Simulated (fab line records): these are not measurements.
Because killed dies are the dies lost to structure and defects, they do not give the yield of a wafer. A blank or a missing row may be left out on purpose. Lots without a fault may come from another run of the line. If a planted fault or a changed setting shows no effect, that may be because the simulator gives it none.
Check for tools in common || flow berkeleyCmos170 || Sample size 14 lots and 42 wafers

## REASON FOR OPENING
At UCB170_WELLDRIVE_THK_MEAS_02 the reading WELLDRIVE_OXIDE_THK is flagged on 2 of 14 lots. Wafers without a fault read 198 nm, standard deviation 3.5.
Rule: a lot gets a flag if all its wafers with a number sit over 4 standard deviations from that mean, or if no wafer of it has a number. The rest of the lots are taken to be sound.

{"lot": "L332", "measured": "day 4 01:48", "on": "filmMetro-02", "WELLDRIVE_OXIDE_THK (nm), wafer by wafer": "197 197 197", "flag": ""}
{"lot": "L333", "measured": "day 4 15:20", "on": "filmMetro-01", "WELLDRIVE_OXIDE_THK (nm), wafer by wafer": "202 205 203", "flag": ""}
{"lot": "L334", "measured": "day 4 15:20", "on": "filmMetro-03", "WELLDRIVE_OXIDE_THK (nm), wafer by wafer": "197 197 198", "flag": ""}
{"lot": "L335", "measured": "day 4 15:20", "on": "filmMetro-02", "WELLDRIVE_OXIDE_THK (nm), wafer by wafer": "195 195 199", "flag": ""}
{"lot": "L336", "measured": "day 5 01:35", "on": "filmMetro-03", "WELLDRIVE_OXIDE_THK (nm), wafer by wafer": "199 198 195", "flag": ""}
{"lot": "L337", "measured": "day 5 01:35", "on": "filmMetro-01", "WELLDRIVE_OXIDE_THK (nm), wafer by wafer": "200 199 197", "flag": ""}
{"lot": "L338", "measured": "day 5 07:53", "on": "filmMetro-02", "WELLDRIVE_OXIDE_THK (nm), wafer by wafer": "198 196 195", "flag": ""}
{"lot": "L339", "measured": "day 5 07:55", "on": "filmMetro-01", "WELLDRIVE_OXIDE_THK (nm), wafer by wafer": "193 192 194", "flag": ""}
{"lot": "L340", "measured": "day 5 16:50", "on": "filmMetro-02", "WELLDRIVE_OXIDE_THK (nm), wafer by wafer": "195 195 194", "flag": ""}
{"lot": "L342", "measured": "day 5 23:36", "on": "filmMetro-01", "WELLDRIVE_OXIDE_THK (nm), wafer by wafer": "197 198 199", "flag": ""}
{"lot": "L347", "measured": "day 7 07:46", "on": "filmMetro-01", "WELLDRIVE_OXIDE_THK (nm), wafer by wafer": "178 177 179", "flag": "FLAGGED"}
{"lot": "L348", "measured": "day 7 07:46", "on": "filmMetro-02", "WELLDRIVE_OXIDE_THK (nm), wafer by wafer": "181 176 179", "flag": "FLAGGED"}
{"lot": "L350", "measured": "day 8 01:39", "on": "filmMetro-02", "WELLDRIVE_OXIDE_THK (nm), wafer by wafer": "196 199 198", "flag": ""}
{"lot": "L351", "measured": "day 8 01:41", "on": "filmMetro-03", "WELLDRIVE_OXIDE_THK (nm), wafer by wafer": "201 202 203", "flag": ""}
Average over the flagged lots: 178 nm; offset from the usual -20 nm, equal to -6 standard deviations.

## WHICH TOOL EACH LOT WENT THROUGH
The record holds 1 process step before the reading, out of a route of 331 steps. Every cell lists first the tool, next ch and the chambers used by the sampled wafers, and last the start.
{"lot": "L332", "flag": "", "UCB170_WELLDRIVE_OXIDATION_01": "furnace-01 ch 0, day 3 22:17"}
{"lot": "L333", "flag": "", "UCB170_WELLDRIVE_OXIDATION_01": "furnace-04 ch 0, day 4 11:50"}
{"lot": "L334", "flag": "", "UCB170_WELLDRIVE_OXIDATION_01": "furnace-04 ch 0, day 4 11:50"}
{"lot": "L335", "flag": "", "UCB170_WELLDRIVE_OXIDATION_01": "furnace-04 ch 0, day 4 11:50"}
{"lot": "L336", "flag": "", "UCB170_WELLDRIVE_OXIDATION_01": "furnace-01 ch 0, day 4 22:04"}
{"lot": "L337", "flag": "", "UCB170_WELLDRIVE_OXIDATION_01": "furnace-01 ch 0, day 4 22:04"}
{"lot": "L338", "flag": "", "UCB170_WELLDRIVE_OXIDATION_01": "furnace-02 ch 0, day 5 04:23"}
{"lot": "L339", "flag": "", "UCB170_WELLDRIVE_OXIDATION_01": "furnace-02 ch 0, day 5 04:23"}
{"lot": "L340", "flag": "", "UCB170_WELLDRIVE_OXIDATION_01": "furnace-02 ch 0, day 5 13:19"}
{"lot": "L342", "flag": "", "UCB170_WELLDRIVE_OXIDATION_01": "furnace-01 ch 0, day 5 20:06"}
{"lot": "L347", "flag": "FLAGGED", "UCB170_WELLDRIVE_OXIDATION_01": "furnace-01 ch 0, day 7 04:16"}
{"lot": "L348", "flag": "FLAGGED", "UCB170_WELLDRIVE_OXIDATION_01": "furnace-01 ch 0, day 7 04:16"}
{"lot": "L350", "flag": "", "UCB170_WELLDRIVE_OXIDATION_01": "furnace-02 ch 0, day 7 22:09"}
{"lot": "L351", "flag": "", "UCB170_WELLDRIVE_OXIDATION_01": "furnace-02 ch 0, day 7 22:09"}
What these steps do:
- UCB170_WELLDRIVE_OXIDATION_01: target thk 199 nm, ox time 9000 s.
- UCB170_WELLDRIVE_THK_MEAS_02

## FLAGGED AGAINST TOTAL, ONE TOOL AT A TIME (gauges that did the reading follow at the end)
{"step": "UCB170_WELLDRIVE_OXIDATION_01", "tool": "furnace-01", "lots run": 6, "flagged": 2, "share of the flagged lots": "all", "sound lots run after its first flagged lot": 0}
{"step": "UCB170_WELLDRIVE_OXIDATION_01", "tool": "furnace-02", "lots run": 5, "flagged": 0, "share of the flagged lots": "none", "sound lots run after its first flagged lot": "-"}
{"step": "UCB170_WELLDRIVE_OXIDATION_01", "tool": "furnace-04", "lots run": 3, "flagged": 0, "share of the flagged lots": "none", "sound lots run after its first flagged lot": "-"}
{"step": "UCB170_WELLDRIVE_THK_MEAS_02", "tool": "filmMetro-01", "lots run": 5, "flagged": 1, "share of the flagged lots": "some", "sound lots run after its first flagged lot": 0}
{"step": "UCB170_WELLDRIVE_THK_MEAS_02", "tool": "filmMetro-02", "lots run": 6, "flagged": 1, "share of the flagged lots": "some", "sound lots run after its first flagged lot": "1 (L350)"}
{"step": "UCB170_WELLDRIVE_THK_MEAS_02", "tool": "filmMetro-03", "lots run": 3, "flagged": 0, "share of the flagged lots": "none", "sound lots run after its first flagged lot": "-"}

## WHAT IS ALLOWED BY THE TABLE
Rows of the table that ran each flagged lot: 1, that is furnace-01 at UCB170_WELLDRIVE_OXIDATION_01.
- furnace-01 at UCB170_WELLDRIVE_OXIDATION_01 ran 6 lots, 2 of them flagged. It ran its last sound lot, L342, at day 5 20:06 and its first flagged lot, L347, at day 7 04:16: a fault with its onset between the two fits. Its own readings lie more than 4 standard deviations out on every wafer of the flagged lots: spikeTcCentreC, spikeTcSourceC.
furnace-01 at UCB170_WELLDRIVE_OXIDATION_01 is the single tool remaining.

## WHAT THE SIMULATOR PUT IN
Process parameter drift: furnace-01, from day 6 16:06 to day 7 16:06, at UCB170_WELLDRIVE_OXIDATION_01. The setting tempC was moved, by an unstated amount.
Shown lots that were struck: L347, L348. Same finding as the rule above.
